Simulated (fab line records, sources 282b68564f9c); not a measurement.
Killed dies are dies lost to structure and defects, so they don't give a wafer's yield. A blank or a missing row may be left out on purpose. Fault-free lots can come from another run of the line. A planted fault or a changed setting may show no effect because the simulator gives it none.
Which tool was responsible?	flow rit_cmos	route of 202 steps, sampled at 1 step: 7 lots, 21 wafers

== WHAT EACH GAUGE READ, for each wafer ==
RIT_FOX2_THK_MEAS_90.
lot	measured	on	FIELD_OXIDE_LEFT_1_THK (nm)
L109	day 2 00:16	film_metro-04	331 324 328
L111	day 2 11:01	film_metro-04	311 314 314
L114	day 3 01:22	film_metro-02	316 321 325
L117	day 3 17:35	film_metro-04	334 332 339
L119	day 4 02:14	film_metro-02	325 320 324
L123	day 5 00:29	film_metro-04	323 328 321
L131	day 6 16:41	film_metro-01	326 322 324

== WHAT TOOL EACH LOT RAN ON (gives the tool, then ch and the chambers of the sampled wafers, and finally the start) ==
The record shows no process step preceding these readings.

== THE ANSWER, worked out from the rows above alone ==
Rule: the usual values come from the lots themselves. Put in order of their means at a reading, lots are off if they are a third of the lots or fewer, leave a main group of 4 or more, and stand apart from it by a gap of 3 or more times the standard deviation of the main group's means; of several such gaps the widest counts. A main group whose means are all the same, to the digits that the tables above print for the reading, isn't used. Also off: a lot with no number at a reading for which 4 or more lots have one. The other lots that the step has rows for count as sound.
Nothing can be told from this: no lot is off at any reading shown.

== WHAT WAS PUT IN BY THE SIMULATOR ==
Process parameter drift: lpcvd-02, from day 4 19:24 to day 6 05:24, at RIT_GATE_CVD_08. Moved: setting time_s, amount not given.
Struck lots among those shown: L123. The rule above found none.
